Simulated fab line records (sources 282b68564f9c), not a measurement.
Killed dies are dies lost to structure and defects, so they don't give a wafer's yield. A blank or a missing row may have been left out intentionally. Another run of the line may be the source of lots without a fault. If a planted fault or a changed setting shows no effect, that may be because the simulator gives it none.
Comparing a struck lot with a sound one ; flow ritCmos ; 43 steps out of a route of 202
Sound: wafers L448.1, L448.3, L448.6. Wafers L452.4, L452.5, L452.6 were the ones struck. Last of all comes the cause.
Per side, at each step with rows, come the tool, then ch with its chambers, and then its first start. Under that, the readings that differ: sound wafers ; struck wafers ; difference of the means ; sigmas: that difference in standard deviations of wafers without a fault.
alike: a reading whose means differ by less than 2 such deviations, as well as words and numbers matching on both sides. not compared: withheld readings; readings where some wafer has no value; bounds like >300 that might hide an equal value; numbers whose values overlap and for which the record gives no deviation.
Wherever a step has rows on one side only, a row that says differs or no value, or a row with sigmas, the two part there. Non-overlapping numbers with no deviation appear without sigmas and do not part them. Lack of a reading on every wafer of one side parts them only where that side has two or more wafers.

RIT_SDANNEAL_RTA_03: time 5 s.
  sound on rtpAnneal-01 ch 0, day 5 04:39; struck on rtpAnneal-01 ch 0, day 6 01:28
  alike: annealTempCMax, rampUpCPerS, wafer_temp_C_max
RIT_SDANNEAL_RS_MEAS_04: measures by four-point-probe.
  struck on filmMetro-03, day 6 01:33; sound on filmMetro-01, day 5 04:43
  alike: PSD_RS
RIT_SDANNEAL_RS_MEAS_05: measures by four-point-probe.
  struck on filmMetro-03, day 6 01:40; sound on filmMetro-01, day 5 04:50
  alike: NSD_RS
RIT_SDANNEAL_RS_MEAS_06: measures by four-point-probe.
  struck on filmMetro-03, day 6 01:47; sound on filmMetro-01, day 5 04:57
  alike: PLDD_RS
RIT_SDANNEAL_RS_MEAS_07: measures by four-point-probe.
  struck on filmMetro-03, day 6 01:55; sound on filmMetro-01, day 5 05:04
  alike: NLDD_RS
then, 1 step without rows for these wafers: RIT_SILICIDE_WET_ETCH_00 (etches SiO2 in BOE, target depth 14 nm, time 15 s).
RIT_SILICIDE_SPUTTER_01: material Ti, target thk 30 nm, time 240 s.
  struck on pvdSputter-03, day 6 01:59; sound on pvdSputter-04, day 5 05:12
  alike: throttleValvePct
RIT_SILICIDE_RS_MEAS_02: measures by four-point-probe.
  struck on filmMetro-02, day 6 02:12; sound on filmMetro-03, day 5 05:21
  alike: SILICIDE_TI_RS
RIT_SILICIDE_THK_MEAS_03: measures by xrf.
  struck on filmMetro-02, day 6 02:17; sound on filmMetro-03, day 5 05:28
  alike: SILICIDE_TI_THK
then, 2 steps without rows for these wafers: RIT_SILICIDE_RTA_04 (time 10 s, ramp up 5 s, ramp down 5 s); RIT_SILICIDE_WET_ETCH_05 (etches Ti in SPM, time 120 s).
RIT_SILICIDE_RTA_06: time 10 s, ramp up 5 s, ramp down 10 s.
  sound on rtpAnneal-01 ch 0, day 5 05:38; struck on rtpAnneal-01 ch 0, day 6 02:28
  alike: annealTempCMax, wafer_temp_C_max
RIT_CONTACT_CVD_00: deposits SiO2 from TEOS, target thk 400 nm, time 61 s.
  sound on pecvd-04 ch 0,1,2, day 5 05:43; struck on pecvd-02 ch 0,1,2, day 6 02:31
reading;sound;struck;difference;sigmas
runLengthS (s);87.9 88.7 89.9;87.6 86.1 87.3;-1.8;-3
  alike: heaterPowerW
  not compared: model.SiO2_of_CONTACT_CVD_00.thkNm
RIT_CONTACT_THK_MEAS_01:
  struck on filmMetro-03, day 6 02:34; sound on filmMetro-01, day 5 05:46
reading;sound;struck;difference;sigmas
CONTACT_TEOS_THK (nm);397 388 404;384 386 389;-10;-2
then, 6 steps without rows for these wafers: RIT_CONTACT_HMDS_02 (prime time 60 s); RIT_CONTACT_COAT_03 (resist thk 1000 nm); RIT_CONTACT_SOFTBAKE_04 (time 60 s); RIT_CONTACT_EXPOSE_05 (exposes mask M11, target cd 1000 nm); RIT_CONTACT_PEB_06; RIT_CONTACT_DEVELOP_07 (develop time 120 s).
RIT_CONTACT_CD_MEAS_08: the cd target is 1000 nm.
  struck on cdSem-02, day 6 03:38; sound on cdSem-01, day 5 06:47
  alike: cdNm
RIT_CONTACT_OVL_MEAS_09:
  struck on overlay-02, day 6 03:43; sound on overlay-01, day 5 06:54
  alike: CONTACT_OVL
then, 1 step without rows for these wafers: RIT_CONTACT_HARDBAKE_10 (time 60 s).
RIT_CONTACT_ETCH_11: etches SiO2 in CHF3/CF4/Ar, stops on TiSi2, target depth 480 nm, time 320 s.
  sound on rieDiel-04 ch 0,1,3, day 5 07:05; struck on rieDiel-02 ch 0,1,3, day 6 03:56
  alike: drypumpMotorCurrentA, oesProductAu, throttleValvePct
  not compared: rfHoursCounterH, model.CONTACT.featureDepthNm, model.etch.depthNm
RIT_CONTACT_STRIP_12: strips in O2, time 180 s.
  sound on plasmaAsher-04 ch 0,1, day 5 07:17; struck on plasmaAsher-01 ch 0,1, day 6 04:12
reading;sound;struck;difference;sigmas
drypumpMotorCurrentA (A);6.3 6.3 6.3;4.9 4.9 5.7;-1.1;-2
  not compared: rfHoursCounterH
RIT_CONTACT_CD_MEAS_90: the cd target is 1000 nm.
  struck on cdSem-02, day 6 04:22; sound on cdSem-02, day 5 07:28
  alike: cdNm
then, 2 steps without rows for these wafers: RIT_CONTACT_CLEAN_13 (cleans in SC1, time 600 s); RIT_CONTACT_CLEAN_14 (cleans in SC2, time 600 s).
RIT_M1_SPUTTER_00: material Al, target thk 400 nm, time 500 s.
  struck on pvdSputter-02, day 6 04:47; sound on pvdSputter-01, day 5 07:56
  alike: throttleValvePct
RIT_M1_RS_MEAS_01: measures by four-point-probe.
  struck on filmMetro-01, day 6 05:08; sound on filmMetro-04, day 5 08:13
reading;sound;struck;difference;sigmas
M1_AL_RS (ohm/sq);0.0746 0.0739 0.0746;0.0724 0.0729 0.0733;-0.0015;-2
RIT_M1_THK_MEAS_02: measures by xrf.
  struck on filmMetro-01, day 6 05:14; sound on filmMetro-04, day 5 08:20
  alike: M1_AL_THK
then, 6 steps without rows for these wafers: RIT_M1_HMDS_03 (prime time 60 s); RIT_M1_COAT_04 (resist thk 1300 nm); RIT_M1_SOFTBAKE_05 (time 60 s); RIT_M1_EXPOSE_06 (exposes mask M12, target cd 2600 nm); RIT_M1_PEB_07; RIT_M1_DEVELOP_08 (develop time 68 s).
RIT_M1_CD_MEAS_09: the cd target is 2600 nm.
  struck on cdSem-02, day 6 06:23; sound on cdSem-02, day 5 09:17
reading;sound;struck;difference;sigmas
cdNm (nm);2604.8 2604.0 2602.4;2594.9 2597.0 2596.9;-7.5;-3
RIT_M1_OVL_MEAS_10:
  struck on overlay-02, day 6 06:28; sound on overlay-01, day 5 09:24
  alike: M1_OVL
then, 1 step without rows for these wafers: RIT_M1_HARDBAKE_11 (time 120 s).
RIT_M1_METAL_ETCH_12: etches Al in Cl2/BCl3, stops on SiO2, time 165 s, target depth 600 nm.
  sound on rieMetal-02 ch 0,1, day 5 09:53; struck on rieMetal-01 ch 0,1, day 6 06:47
reading;sound;struck;difference;sigmas
model.SiO2_of_CONTACT_CVD_00.thkNm (nm);360.6 352.1 367.5;347.6 349.5 351.5;-10.5;
  alike: drypumpMotorCurrentA, oesProductAu, throttleValvePct
  not compared: rfHoursCounterH
then, 1 step without rows for these wafers: RIT_M1_STRIP_13 (strips in nmp, time 600 s).
RIT_M1_PROBE_99:
  rows exist in the record for the sound wafers here (prober-01, day 5 12:08), none for the struck ones

WHERE THEY PART
Earliest at RIT_CONTACT_CVD_00; latest, in this record, at RIT_M1_PROBE_99.

WHY: what the simulator had put in
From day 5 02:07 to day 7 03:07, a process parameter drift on pecvd-02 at RIT_CONTACT_CVD_00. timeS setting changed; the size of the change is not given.
